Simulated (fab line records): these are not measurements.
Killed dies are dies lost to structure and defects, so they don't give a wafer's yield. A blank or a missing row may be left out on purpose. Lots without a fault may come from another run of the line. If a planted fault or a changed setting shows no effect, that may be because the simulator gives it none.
Commonality check across tools + flow rit cmos + 14 lots, 42 wafers sampled

== THE REASON FOR OPENING IT ==
RIT_PRETRO_TW_MEAS_10, reading PRETRO_TW: flagged on 2 of 14 lots. No-fault wafers: 478, standard deviation 5.4.
Rule: flag the lot when none of its wafers has a number, or when each of its wafers that has one lies beyond 4 standard deviations from that mean. The other lots count as sound.

| lot  | measured     | on            | PRETRO_TW, wafer by wafer | flag    |
|------|--------------|---------------|---------------------------|---------|
| L990 | day 2 09:22  | film metro-02 | 484 484 482               |         |
| L992 | day 2 19:47  | film metro-02 | 484 483 484               |         |
| L993 | day 3 00:31  | film metro-02 | 485 484 482               |         |
| L996 | day 3 17:57  | film metro-02 | 482 483 485               |         |
| L997 | day 4 00:55  | film metro-04 | 476 474 475               |         |
| L100 | day 4 15:47  | film metro-03 | 474 473 471               |         |
| L101 | day 4 18:34  | film metro-04 | 475 474 476               |         |
| L103 | day 5 05:42  | film metro-03 | 471 468 470               |         |
| L105 | day 5 18:26  | film metro-02 | 484 482 480               |         |
| L106 | day 5 23:12  | film metro-02 | 594 590 593               | FLAGGED |
| L108 | day 6 07:23  | film metro-03 | 578 579 582               | FLAGGED |
| L111 | day 6 19:55  | film metro-04 | 472 474 474               |         |
| L113 | day 7 03:32  | film metro-04 | 475 474 475               |         |
| L112 | day 18 13:03 | film metro-04 | 480 482 478               |         |
The numbers of the flagged lots are 586 on average: +108 against the usual, or +20 standard deviations.

== WHICH TOOL RAN EACH LOT ==
The record keeps 1 process step preceding the reading, out of 202 steps on the route. Each cell gives the tool, then ch followed by the chambers the sampled wafers passed through, then the start.
| lot  | flag    | RIT_PRETRO_IMPLANT_08           |
|------|---------|---------------------------------|
| L990 |         | implanter-02 ch 0, day 2 09:02  |
| L992 |         | implanter-02 ch 0, day 2 19:29  |
| L993 |         | implanter-04 ch 0, day 3 00:12  |
| L996 |         | implanter-04 ch 0, day 3 17:38  |
| L997 |         | implanter-04 ch 0, day 4 00:36  |
| L100 |         | implanter-01 ch 0, day 4 15:29  |
| L101 |         | implanter-01 ch 0, day 4 18:17  |
| L103 |         | implanter-04 ch 0, day 5 05:22  |
| L105 |         | implanter-01 ch 0, day 5 18:07  |
| L106 | FLAGGED | implanter-04 ch 0, day 5 22:53  |
| L108 | FLAGGED | implanter-04 ch 0, day 6 07:04  |
| L111 |         | implanter-01 ch 0, day 6 19:36  |
| L113 |         | implanter-02 ch 0, day 7 03:13  |
| L112 |         | implanter-04 ch 0, day 18 12:44 |
What is done by these steps:
- RIT_PRETRO_IMPLANT_08
- RIT_PRETRO_TW_MEAS_10

== FLAGGED OVER TOTAL, TOOL BY TOOL (the gauges that took the reading come last) ==
| step                  | tool          | lots run | flagged | share of the flagged lots | sound lots run after its first flagged lot |
|-----------------------|---------------|----------|---------|---------------------------|--------------------------------------------|
| RIT_PRETRO_IMPLANT_08 | implanter-01  | 4        | 0       | none                      | -                                          |
| RIT_PRETRO_IMPLANT_08 | implanter-02  | 3        | 0       | none                      | -                                          |
| RIT_PRETRO_IMPLANT_08 | implanter-04  | 7        | 2       | all                       | 1 (L112)                                   |
| RIT_PRETRO_TW_MEAS_10 | film metro-02 | 6        | 1       | some                      | 0                                          |
| RIT_PRETRO_TW_MEAS_10 | film metro-03 | 3        | 1       | some                      | 0                                          |
| RIT_PRETRO_TW_MEAS_10 | film metro-04 | 5        | 0       | none                      | -                                          |

== WHAT THE TABLE ALLOWS ==
All flagged lots share 1 row of the table, namely implanter-04 at RIT_PRETRO_IMPLANT_08.
- implanter-04 at RIT_PRETRO_IMPLANT_08: 2 of its 7 lots flagged. Sound lots ran on it after the first flagged one (L112), which a lasting fault on the whole tool wouldn't allow. Its own readings lie more than 4 standard deviations out on every wafer of the flagged lots: dose ions cm2, faraday current uA.
There is no row in the table that ran each flagged lot and no sound lot after the first.

== WHAT WAS PUT IN BY THE SIMULATOR ==
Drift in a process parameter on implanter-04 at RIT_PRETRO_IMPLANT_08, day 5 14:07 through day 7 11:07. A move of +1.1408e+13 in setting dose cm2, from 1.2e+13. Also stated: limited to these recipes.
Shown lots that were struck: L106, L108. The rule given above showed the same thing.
